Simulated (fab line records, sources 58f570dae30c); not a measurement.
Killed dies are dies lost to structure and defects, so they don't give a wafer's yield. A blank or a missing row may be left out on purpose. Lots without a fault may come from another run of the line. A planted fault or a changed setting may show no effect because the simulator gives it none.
fab line records | flow berkeley_cmos170
record lots=5 wafers=27
route steps=331 shown V2@306 M3@309
start_h: hours from the record's first day to the start of the lot's first wafer shown | wait_h: hours since the lot's step before | " the same as in the row above | L1.1+2: a row that stands for several wafers | - no value, or no start given | * or withheld: withheld | < > ~ a bound
route shown NAME@n: a module of which the file shows steps, and the number in the route of the first | usual: mean/standard deviation of fault-free wafers | same: alike in all rows | chamber/n: place in a boat | sites: the reading at each site | _std_site: their standard deviation | _edge_site: outer sites' mean less inner sites' | radius_mm: how far each site lies from the wafer's centre | mask NAME#n: copy n | behind: the tool/chamber that last shaped the wafer | hold: why the lot was held/for how many hours/how that ended | device: the transistor (n, p or np) that didn't switch | end of line: the same wafers' tests at the end of the route | a step without rows: its recipe alone | killed: dies lost to structure and defects at the first sort, not the wafer's yield | map: a wafer's dies, x killed, . not, _ none there
set.NAME: the setting as run; set.NAME@STEP: as run at that earlier step | model.NAME: the simulator's own value behind a step, which no gauge read
lots whose settings were changed on purpose; a table a step, a row a wafer
## steps
# step UCB170_V2_ETCH_14
# recipe chemistry=CHF3/CF4/Ar target=SiO2 stop_on=Al CHF3_flow_sccm=45 cf4_flow_sccm=15 Ar_flow_sccm=150 pressure_mtorr=200 rf_w=700 target_depth_a=12500 over_etch_frac=0.25 time_s=291
# usual oes_product_au=0.875/0.012
# columns lot.wafer tool chamber start_h wait_h set.time_s oes_product_au model.etch.depth_nm model.V2.feature_depth_nm model.KrF_of_V2_COAT_07.thk_nm
L075.1 rie_diel-01 1 188.52 0.0 291 0.893 1000 1000 606
L075.2 " 3 " " 291 0.871 1000 1000 607.1
L075.3 " 0 " " 291 0.901 1000 1000 606.6
L075.4 " 2 " " 291 0.878 1000 1000 605.8
L075.5 " 1 " " 291 0.891 1001 1001 605.5
L075.6 " 2 " " 291 0.880 999.7 1000 603.5
L076.1 rie_diel-02 0 188.79 0.0 375.8 0.867 999.7 1009 528.3
L076.2 " 1 " " 291 0.862 1000 1000 613.6
L076.3 " 2 " " 291 0.876 999.9 1000 607.3
L076.4 " 3 " " 375.8 0.852 1001 1010 529.9
L076.5 " 1 " " 291 0.864 1001 1001 611.1
L076.6 " 0 " " 375.8 0.855 999.3 1009 530.4
L078.1 rie_diel-02 2 203.50 0.0 291 0.873 999.3 999.6 609.6
L078.2 " 0 " " 291 0.878 1000 1000 613.7
L078.3 " 3 " " 157.7 0.975 671.7 671.7 740.4
L078.4 " 1 " " 291 0.864 999.7 999.7 612.1
L078.5 " 3 " " 157.7 0.985 675.5 675.5 737
L078.6 " 2 " " 157.7 1.008 679.3 679.3 739.4
L081.2 rie_diel-04 2 222.39 0.0 291 0.877 998.3 998.5 600
L081.3 " 1 " " 291 0.868 998.6 998.6 613.6
L081.4 " 0 " " 291 0.899 998.7 998.7 617.4
L083.1 rie_diel-01 2 228.36 0.0 291 0.878 999.5 999.7 609.1
L083.2 " 0 " " 291 0.899 1000 1001 611.2
L083.3 " 3 " " 171.2 0.984 732.5 732.5 725.5
L083.4 " 1 " " 171.2 1.007 729.3 729.3 724.9
L083.5 " 2 " " 291 0.872 1000 1000 609.7
L083.6 " 1 " " 171.2 1.008 726.8 726.8 729.1
# step UCB170_V2_STRIP_15
# recipe chemistry=O2 power_w=400 pressure_mtorr=3500 platen_temp_c=withheld o2_flow_sccm=400 overash_fraction=0.5
# usual strip_time_to_endpoint_s=15.33/0.09
# columns lot.wafer tool chamber start_h wait_h set.time_s@V2_ETCH_14 strip_time_to_endpoint_s
L075.1 plasma_asher-02 0 188.70 0.1 291 15.22
L075.2 " 1 " " 291 15.23
L075.3 " 1 " " 291 15.23
L075.4 " 0 " " 291 15.21
L075.5 " 1 " " 291 15.19
L075.6 " 0 " " 291 15.14
L076.1 plasma_asher-03 1 188.97 0.1 375.8 13.37
L076.2 " 0 " " 291 15.39
L076.3 " 0 " " 291 15.24
L076.4 " 1 " " 375.8 13.41
L076.5 " 1 " " 291 15.32
L076.6 " 0 " " 375.8 13.41
L078.1 plasma_asher-03 0 203.68 0.1 291 15.31
L078.2 " 1 " " 291 15.39
L078.3 " 0 " " 157.7 18.35
L078.4 " 1 " " 291 15.36
L078.5 " 0 " " 157.7 18.27
L078.6 " 1 " " 157.7 18.33
L081.2 plasma_asher-04 1 222.57 0.1 291 15.09
L081.3 " 1 " " 291 15.39
L081.4 " 0 " " 291 15.47
L083.1 plasma_asher-02 0 228.54 0.1 291 15.29
L083.2 " 1 " " 291 15.34
L083.3 " 0 " " 171.2 18.00
L083.4 " 1 " " 171.2 17.98
L083.5 " 1 " " 291 15.29
L083.6 " 0 " " 171.2 18.09
# step UCB170_V2_CD_MEAS_90
# recipe target_cd_nm=700
# usual cd_nm=699.7/1.1
# columns lot.wafer tool chamber start_h wait_h set.time_s@V2_ETCH_14 cd_nm
L075.1 cd_sem-01 - 188.80 0.1 291 698.8
L075.2 " - " " 291 697.9
L075.3 " - " " 291 699.4
L075.4 " - " " 291 698.7
L075.5 " - " " 291 697.6
L075.6 " - " " 291 698.5
L076.1 cd_sem-02 - 189.07 0.1 375.8 701.8
L076.2 " - " " 291 698.7
L076.3 " - " " 291 698.9
L076.4 " - " " 375.8 702.9
L076.5 " - " " 291 698.7
L076.6 " - " " 375.8 701.9
L078.1 cd_sem-01 - 203.78 0.1 291 699.4
L078.2 " - " " 291 702.0
L078.3 " - " " 157.7 695.9
L078.4 " - " " 291 700.0
L078.5 " - " " 157.7 695.9
L078.6 " - " " 157.7 696.7
L081.2 cd_sem-01 - 222.71 0.1 291 701.6
L081.3 " - " " 291 700.6
L081.4 " - " " 291 700.1
L083.1 cd_sem-02 - 228.64 0.1 291 698.7
L083.2 " - " " 291 699.2
L083.3 " - " " 171.2 694.7
L083.4 " - " " 171.2 694.0
L083.5 " - " " 291 699.0
L083.6 " - " " 171.2 695.6
# step UCB170_M3_PRE_CLEAN_00
# recipe gas=Ar preclean_etch_time_s=60
# step UCB170_M3_SPUTTER_01
# recipe material=Al target_thk_nm=900 time_s=120 power_w=6000 chamber_pressure_pa=0.5
# step UCB170_M3_PROBE_99
# columns lot.wafer tool chamber start_h wait_h set.time_s@CONTACT_CVD_01 model.etest.field_p_metal.vt_v model.etest.field_n_metal.vt_v
L075.1+2+3+4+5+6 prober-02 - 191.59 0.1 3571 - -
L076.1 prober-01 - 191.82 0.1 1558 -40.66 35.66
L076.2 prober-01 - 191.87 0.1 1558 -40.75 35.69
L076.3 prober-01 - 191.92 0.2 1558 -41.07 35.98
L076.4 prober-01 - 191.97 0.2 1558 -40.88 35.8
L076.5 prober-01 - 192.02 0.2 1558 -40.78 35.89
L076.6 prober-01 - 192.07 0.2 1558 -41.02 36.1
L078.1+2+3+4+5+6 prober-01 - 206.77 0.1 4024 - -
L081.2 prober-02 - 225.78 0.1 2820 -59.71 52.84
L081.3 prober-02 - 225.83 0.2 2820 -59.97 52.83
L081.4 prober-02 - 225.88 0.2 2820 -60.62 53.64
L083.1 prober-01 - 232.16 0.1 2041 -47.96 41.9
L083.2 prober-01 - 232.21 0.1 2041 -47.72 41.87
L083.3 prober-01 - 232.26 0.2 2041 -47.24 41.17
L083.4 prober-01 - 232.31 0.2 2041 -47.36 41.97
L083.5 prober-01 - 232.36 0.2 2041 -48.46 43.04
L083.6 prober-01 - 232.41 0.2 2041 -47.87 42.38
# killed by level:class
L081.2 V1:geometric_particle:short=2 M3:geometric_particle:short=2 GATE:geometric_particle:short=1 SILICIDE:geometric_particle:short=1 V1:geometric_particle:open=1 V2:geometric_particle:open=1
L081.3 GATE:geometric_particle:short=1 M3:geometric_particle:short=1
L081.4 GATE:geometric_particle:open=1
## key
split step=UCB170_V2_ETCH_14 setting=time_s stated=291 by=wafer
response step=UCB170_V2_ETCH_14 reading=oes_product_au change=-0.00226 per=1% r=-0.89
response step=UCB170_V2_ETCH_14 reading=model.etch.depth_nm shape=bent at_lowest=675.5 at_stated=999.8 at_highest=999.9
response step=UCB170_V2_ETCH_14 reading=model.V2.feature_depth_nm shape=bent at_lowest=675.5 at_stated=999.9 at_highest=1009
response step=UCB170_V2_ETCH_14 reading=model.KrF_of_V2_COAT_07.thk_nm change=-2.8 per=1% r=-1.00
response step=UCB170_V2_STRIP_15 reading=strip_time_to_endpoint_s change=* per=1% r=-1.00
response step=UCB170_V2_CD_MEAS_90 reading=cd_nm change=+0.101 per=1% r=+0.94
split outside_this_file step=UCB170_CONTACT_CVD_01 setting=time_s
# split outside_this_file: this setting was split too, and the file shows its column; the key of that split is in another file
